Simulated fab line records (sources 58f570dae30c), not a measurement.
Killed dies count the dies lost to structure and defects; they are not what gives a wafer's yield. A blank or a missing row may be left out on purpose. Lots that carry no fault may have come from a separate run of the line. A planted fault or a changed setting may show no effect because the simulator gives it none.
One fault seen from 2 desks || flow berkeley_cmos170 || every desk sees just its own numbers, and what lay behind them comes last

== THE METROLOGY DESK ==
Lot by lot, what the gauges showed, no matter which tool ran the lot: averages of those sampled wafers that carry a number. The brackets show how far a lot's mean lies from the usual mean; more than 4 standard deviations puts the lot out of limits, marked OUT.
Columns: A = M1_AL_RS at UCB170_M1_RS_MEAS_01, usual 0.0484 ohm/sq; B = M1_AL_THK at UCB170_M1_THK_MEAS_02, usual 579 nm; C = cd_nm at UCB170_M1_CD_MEAS_09, usual 700.3 nm; D = M1_OVL at UCB170_M1_OVL_MEAS_10, usual -4 nm
{"lot": "L380", "first seen here": "day 8 10:52", "A": 0.0478, "B": 587, "C": 700.4, "D": -3}
{"lot": "L384", "first seen here": "day 9 03:30", "A": 0.0488, "B": 575, "C": 699.3, "D": -1}
{"lot": "L387", "first seen here": "day 9 22:27", "A": 0.0484, "B": 580, "C": 697.5, "D": -8}
{"lot": "L391", "first seen here": "day 10 19:14", "A": 0.0480, "B": 584, "C": 700.0, "D": -4}
{"lot": "L389", "first seen here": "day 10 21:22", "A": 0.0483, "B": 582, "C": 701.5, "D": -1}
{"lot": "L403", "first seen here": "day 14 07:40", "A": 0.0492, "B": 567, "C": 701.9, "D": 2}
This desk's finding: nothing out of limits on any of the 6 lots.

== THE TOOL OWNER'S DESK: rie_metal-02 ==
The tool's own readings at UCB170_M1_METAL_ETCH_12 (etches Al in Cl2/BCl3, stops on PSG, target depth 780 nm, time 130 s): means of the sampled wafers that have a number, for each lot that ran on this tool. The brackets show how far a lot's mean lies from the usual mean; more than 4 standard deviations puts the lot out of limits, marked OUT.
Columns: A = bias_w at UCB170_M1_METAL_ETCH_12, usual 120.0 W; B = drypump_motor_current_A at UCB170_M1_METAL_ETCH_12, usual 5.8 A; C = oes_product_au at UCB170_M1_METAL_ETCH_12, usual 0.854 a.u.; D = throttle_valve_pct at UCB170_M1_METAL_ETCH_12, usual 24.5 %
{"lot": "L384", "first seen here": "day 9 05:06", "A": 120.0, "B": 5.3, "C": 0.860, "D": 24.5}
{"lot": "L387", "first seen here": "day 10 00:22", "A": "147.7 (+82) OUT", "B": 5.1, "C": 0.856, "D": 24.4}
{"lot": "L389", "first seen here": "day 10 22:56", "A": "134.0 (+41) OUT", "B": 5.0, "C": 0.848, "D": 24.3}
Finding of this desk: L387, L389 out of limits; the first was L387 at day 10 00:22, on bias_w at UCB170_M1_METAL_ETCH_12. L384: within limits.

== ALL TOGETHER ==
At day 10 00:22, on L387, L389, the tool owner's desk was in a position to raise an alarm.
The metrology desk saw nothing out of limits.
The metrology desk has L387, L389 on record, within its limits.
The lots listed all ran UCB170_M1_METAL_ETCH_12 on rie_metal-02.

== WHAT THE SIMULATOR HAD PUT IN ==
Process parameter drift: rie_metal-02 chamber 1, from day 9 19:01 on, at UCB170_M1_METAL_ETCH_12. The setting bias_w was moved by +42, starting from 120. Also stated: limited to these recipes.
Struck lots among those shown: L387, L389.
How many hours passed from the start of the fault until each desk's first out-of-limits reading: the tool owner's desk, 5.
